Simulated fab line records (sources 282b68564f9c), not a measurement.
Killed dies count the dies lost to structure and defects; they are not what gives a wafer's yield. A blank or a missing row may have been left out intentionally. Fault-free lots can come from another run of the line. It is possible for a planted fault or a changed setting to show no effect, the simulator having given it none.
Comparing a struck lot with a sound one + flow ritCmos + 15 out of 202 route steps
Sound: these wafers, L550.1, L550.2, L550.6. Struck: wafers L560.3, L560.4, L560.6. Last of all comes the cause.
Each step with rows lists, per side, the tool, then ch with its chambers, then its first start. Under that, the readings that differ: sound wafers + struck wafers + difference of the means + sigmas: that difference in standard deviations of wafers without a fault.
alike: a reading whose means differ by less than 2 such deviations, as well as words and numbers matching on both sides. not compared: withheld readings; readings where some wafer has no value; bounds like >300 that might hide an equal value; numbers whose values overlap and for which the record gives no deviation.
Wherever a step has rows on one side only, a row that says differs or no value, or a row with sigmas, the two part there. Numbers that have no deviation but don't overlap get no sigmas and don't part them. A reading missing from all wafers of one side parts the sides only when that side holds two or more wafers.

RIT_GATE_THK_MEAS_07:
  struck on filmMetro-01, day 5 07:22; sound on filmMetro-04, day 3 05:11
  alike: GATE_OXIDE_THK
then, 1 step without rows for these wafers: RIT_GATE_CVD_08 (deposits poly-Si from SiH4, target thk 250 nm, time 2220 s).
RIT_GATE_THK_MEAS_09:
  struck on filmMetro-01, day 5 09:16; sound on filmMetro-02, day 3 06:52
  alike: GATE_POLY_THK
then, 6 steps without rows for these wafers: RIT_GATE_HMDS_10 (prime time 60 s); RIT_GATE_COAT_11 (resist thk 850 nm); RIT_GATE_SOFTBAKE_12 (time 60 s); RIT_GATE_EXPOSE_13 (exposes mask M6, target cd 150 nm); RIT_GATE_PEB_14; RIT_GATE_DEVELOP_15 (develop time 50 s).
RIT_GATE_CD_MEAS_16: target cd 150 nm.
  struck on cdSem-01, day 5 10:18; sound on cdSem-01, day 3 07:47
  alike: cdNm
RIT_GATE_OVL_MEAS_17:
  struck on overlay-02, day 5 10:23; sound on overlay-01, day 3 07:54
  alike: GATE_OVL
then, 1 step without rows for these wafers: RIT_GATE_HARDBAKE_18 (time 60 s).
RIT_GATE_ETCH_19: etches poly-Si in SF6/CHF3/O2, stops on SiO2, time 165 s, target depth 312.5 nm.
  sound on rieSi-01 ch 2,3, day 3 08:05; struck on rieSi-01 ch 1,2, day 5 10:47
| reading                                  | sound             | struck            | difference | sigmas |
|------------------------------------------|-------------------|-------------------|------------|--------|
| model.NOVOLAK_of_GATE_COAT_11.thkNm (nm) | 673.3 670.9 669.6 | 682.5 681.8 682.3 | +10.9      |        |
  alike: drypumpMotorCurrentA, oesProductAu, throttleValvePct
  not compared: rfHoursCounterH
RIT_GATE_STRIP_20: strips in O2, time 180 s.
  sound on plasmaAsher-01 ch 0,1, day 3 08:11; struck on plasmaAsher-04 ch 0,1, day 5 10:57
  alike: drypumpMotorCurrentA
  not compared: rfHoursCounterH
RIT_M1_PROBE_99:
  struck on prober-02, day 6 07:11; sound on prober-01, day 4 05:54
| reading                                    | sound               | struck              | difference | sigmas |
|--------------------------------------------|---------------------|---------------------|------------|--------|
| model.etest.polyCombOverSteps.leakLog10AUm | -12.7 -12.79 -12.72 | -7.534 -8.265 -7.59 | +4.940     |        |
  alike: killed_at_M0_to_M3, killedAtFrontEnd, killedDies, killedOpen, killedShort

## WHERE THEY PART
Nowhere in this record.

WHY: what the simulator had put in
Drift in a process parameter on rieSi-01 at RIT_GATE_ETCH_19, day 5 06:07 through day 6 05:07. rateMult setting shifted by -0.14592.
